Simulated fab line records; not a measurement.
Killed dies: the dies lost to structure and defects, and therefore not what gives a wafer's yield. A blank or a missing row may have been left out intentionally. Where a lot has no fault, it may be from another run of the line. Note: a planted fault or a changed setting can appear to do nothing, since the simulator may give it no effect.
8D (eight disciplines) problem report, filled in by code :: flow berkeley-cmos170 :: the parts of the form that need people (team, actions taken, sign-off) are left out

== 1. WHAT WENT WRONG ==
Wafers without a fault read 1500.1 rpm, standard deviation 0.9; spin-speed-rpm at UCB170_PSD_COAT_01 reads a mean of 1527.3 rpm on 6 wafers belonging to 2 lots. That puts it +30 standard deviations away from the usual mean.
The step: resist thk 900 nm.
Earliest sighting: wafer L321.1 on litho-track-01 at day 8 23:30. The record holds 42 wafers of 14 lots with a number at this step. Rule for "out" (also "out of limits"): further than 4 standard deviations from the usual mean. The rest of the wafers with a number are treated as sound.

== 2. WHAT IT IS AND WHAT IT IS NOT ==
question: which readings at this step
is: spin-speed-rpm
is not: dispense-pressure-kPa, resist-line-temp-C

question: which lots
is: L321, L325
is not: L313, L315, L316, L317, L318, L319, L322, L329, L330, L331, L333, L336

question: which wafers of those lots
is: all that have a number
is not: -

question: read on which tools
is: litho-track-01
is not: litho-track-02, litho-track-03

question: when
is: from day 8 23:30
is not: up to then (18 sound wafers); but 18 sound wafers of L322, L329, L330, L331, L333, L336 came after

== 3. THE SUSPECTS, EACH WITH WHAT RULES IT OUT ==
Counting: a tool stays on the suspect list if, at a process step up to the reading, it processed all lots that are out and no sound lot following the first of them.
- litho-track-01 at UCB170_PSD_COAT_01 (resist thk 900 nm): kept. All lots that are out passed through it, beginning with L321 at day 8 23:30, and no sound lot followed; its final sound lot before that point was L318 at day 8 14:08. Its own spin-speed-rpm readings are out on those wafers.
The count leaves litho-track-01 at UCB170_PSD_COAT_01.

== 4. THE CAUSE (what the simulator had put in) ==
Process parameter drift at UCB170_PSD_COAT_01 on litho-track-01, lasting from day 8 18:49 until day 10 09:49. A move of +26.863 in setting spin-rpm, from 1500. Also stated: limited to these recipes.
This tool alone remained once counting was done.

== 5. SEQUENCE OF EFFECTS, ordered by route ==
Each row: a reading where the mean over the struck wafers with a number is more than 3 standard deviations away from the usual. Readings are gone through only where the record gives a usual standard deviation; hours: the median, over the lots, of the time from a lot's start at the first step in this table giving one to that lot's start at this step; sigmas: the change measured in usual standard deviations.
hours: 0
step: UCB170_PSD_COAT_01
reading: spin-speed-rpm
usual: 1500.1 rpm
on struck wafers: 1527.3
change: +27.2
sigmas: +30

hours: 1
step: UCB170_PSD_STRIP_09
reading: strip-time-to-endpoint-s
usual: 29.19 s
on struck wafers: 28.96
change: -0.23
sigmas: -3.3
Process steps it contains:
- UCB170_PSD_COAT_01: resist thk 900 nm.
- UCB170_PSD_STRIP_09: strips in O2.

== 6. WHAT WOULD HAVE CAUGHT IT SOONER ==
First out-of-limits reading in this record: day 8 23:30, which is 5 hours after fault onset at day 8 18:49.
